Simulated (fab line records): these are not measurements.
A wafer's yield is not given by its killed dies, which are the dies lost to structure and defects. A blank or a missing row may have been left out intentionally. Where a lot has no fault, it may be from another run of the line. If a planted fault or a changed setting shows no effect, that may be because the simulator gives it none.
A struck lot beside a sound one	flow berkeley_cmos170	16 steps out of a route of 331
Sound: wafers L530.1, L530.5, L530.6. Struck: wafers L541.1, L541.4, L541.6. The cause is given at the end.
Each step with rows lists, per side, the tool, then ch with its chambers, then its first start. Under that, the readings that differ: sound wafers	struck wafers	difference of the means	sigmas: that difference in standard deviations of wafers without a fault.
alike: a reading whose means differ by less than 2 such deviations, as well as words and numbers matching on both sides. not compared: withheld readings; readings where some wafer has no value; bounds like >300 that might hide an equal value; numbers whose values overlap and for which the record gives no deviation.
The two part at a step that has a row with sigmas, a row that says differs or no value, or rows on one side only. When numbers do not overlap yet have no deviation, they are printed without sigmas and do not part them. A reading that every wafer of one side lacks parts them only if that side has two wafers or more.

first, 1 step without rows for these wafers: UCB170_START_OXIDATION_02 (target thk 20 nm, ox time 1800 s).
UCB170_START_THK_MEAS_03:
  struck on film_metro-02, day 4 11:38; sound on film_metro-02, day 2 05:28
  alike: START_OXIDE_THK
then, 7 steps without rows for these wafers: UCB170_START_ANNEAL_04 (time 1200 s); UCB170_ZERO_HMDS_00 (prime time 60 s); UCB170_ZERO_COAT_01 (resist thk 900 nm); UCB170_ZERO_SOFTBAKE_02 (time 60 s); UCB170_ZERO_EXPOSE_03 (exposes mask PM MARKS, target cd 4000 nm); UCB170_ZERO_PEB_04; UCB170_ZERO_DEVELOP_05 (develop time 45 s).
UCB170_ZERO_ETCH_06: etches SiO2 in CHF3/CF4/Ar, time 12 s.
  sound on rie_diel-04 ch 0,1,2, day 2 10:12; struck on rie_diel-04 ch 1,3, day 4 16:50
  alike: drypump_motor_current_A, oes_product_au, rf_fwd_power_W, throttle_valve_pct
  not compared: rf_hours_counter_h
UCB170_ZERO_STRIP_07: strips in O2.
  sound on plasma_asher-02 ch 0,1, day 2 10:13; struck on plasma_asher-03 ch 0, day 4 16:52
  alike: drypump_motor_current_A, oes_product_au, strip_time_to_endpoint_s
  not compared: rf_hours_counter_h
then, 1 step without rows for these wafers: UCB170_NWELL_WET_ETCH_00 (etches SiO2 in dHF, time 200 s).
UCB170_NWELL_OXIDATION_01: target thk 26.4 nm, ox time 1260 s.
  sound on furnace-01 ch 0, day 2 14:09; struck on furnace-02 ch 0, day 4 21:19
reading	sound	struck	difference	sigmas
zone_power_source_pct (%)	36.3 36.0 36.0	31.3 31.8 31.1	-4.7	-2
  alike: zone_power_load_pct
UCB170_NWELL_THK_MEAS_02:
  struck on film_metro-01, day 4 22:40; sound on film_metro-03, day 2 15:30
reading	sound	struck	difference	sigmas
NWELL_OXIDE_THK (nm)	26.3 26.2 26.0	40.4 39.7 40.2	+13.9	+32
then, 1 step without rows for these wafers: UCB170_NWELL_ANNEAL_03 (time 900 s).
-- the record jumps here: 6 days lie between the struck wafers' starts before and after (it left off in module NWELL and takes up again in module M3, whose first step shown is number 331 of the route) --
UCB170_M3_PROBE_99:
  rows exist in the record for the struck wafers here (prober-01, day 10 12:58), but not for the sound ones

## WHERE THEY PART
Last at UCB170_M3_PROBE_99 as far as this record goes, first at UCB170_NWELL_OXIDATION_01.

WHY: whatever the simulator had introduced
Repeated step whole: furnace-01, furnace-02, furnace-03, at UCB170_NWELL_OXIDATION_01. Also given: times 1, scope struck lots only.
